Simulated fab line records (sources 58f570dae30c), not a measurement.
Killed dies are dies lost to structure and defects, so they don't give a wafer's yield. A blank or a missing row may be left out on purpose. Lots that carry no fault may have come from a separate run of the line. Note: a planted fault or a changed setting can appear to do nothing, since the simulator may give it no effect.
What tool caused it? ; flow berkeley-cmos170 ; Sampling: 7 lots, 21 wafers, 2 of 331 route steps

WHAT THE GAUGES READ, wafer by wafer
UCB170_NWELL_TW_MEAS_16.
lot;measured;on;NWELL_TW
L575;day 2 19:14;film-metro-04;1272 1268 1269
L577;day 3 06:44;film-metro-02;1242 1249 1244
L578;day 3 21:33;film-metro-02;1250 1244 1238
L582;day 4 15:47;film-metro-04;1167 1165 1169
L590;day 5 23:44;film-metro-01;1267 1258 1265
L594;day 6 18:38;film-metro-01;1264 1271 1257
L597;day 7 11:49;film-metro-01;1253 1253 1259

WHAT TOOL EACH LOT RAN ON (gives the tool, then ch and the chambers of the sampled wafers, and finally the start)
lot;UCB170_NWELL_IMPLANT_14
L575;implanter-01 ch 0, day 2 19:00
L577;implanter-02 ch 0, day 3 06:29
L578;implanter-02 ch 0, day 3 21:19
L582;implanter-03 ch 0, day 4 15:33
L590;implanter-01 ch 0, day 5 23:29
L594;implanter-02 ch 0, day 6 18:25
L597;implanter-01 ch 0, day 7 11:35
- UCB170_NWELL_IMPLANT_14

THE ANSWER, worked out from the rows above alone
Rule: the usual values come from the lots themselves. Put in order of their means at a reading, lots are off if they are a third of the lots or fewer, leave a main group of 4 or more, and stand apart from it by a gap of 3 or more times the standard deviation of the main group's means; of several such gaps the widest counts. A main group is skipped when, at the precision printed for the reading in the tables above, its means are all equal. A lot without any number at a reading at which 4 lots or more have one is off too. Any other lot the step has rows for is counted as sound.
Off: L582, seen at UCB170_NWELL_TW_MEAS_16 (NWELL_TW). Main group: mean 1257, sd 9.7.
A tool fits if, at a process step before that reading, it ran every lot that is off, and no sound lot after the first of them. Gauges at UCB170_NWELL_TW_MEAS_16: tried the same way as those tools. Can't be told from this: 2 tools fit, implanter-03 at UCB170_NWELL_IMPLANT_14, film-metro-04 at UCB170_NWELL_TW_MEAS_16.

WHAT THE SIMULATOR HAD INSERTED
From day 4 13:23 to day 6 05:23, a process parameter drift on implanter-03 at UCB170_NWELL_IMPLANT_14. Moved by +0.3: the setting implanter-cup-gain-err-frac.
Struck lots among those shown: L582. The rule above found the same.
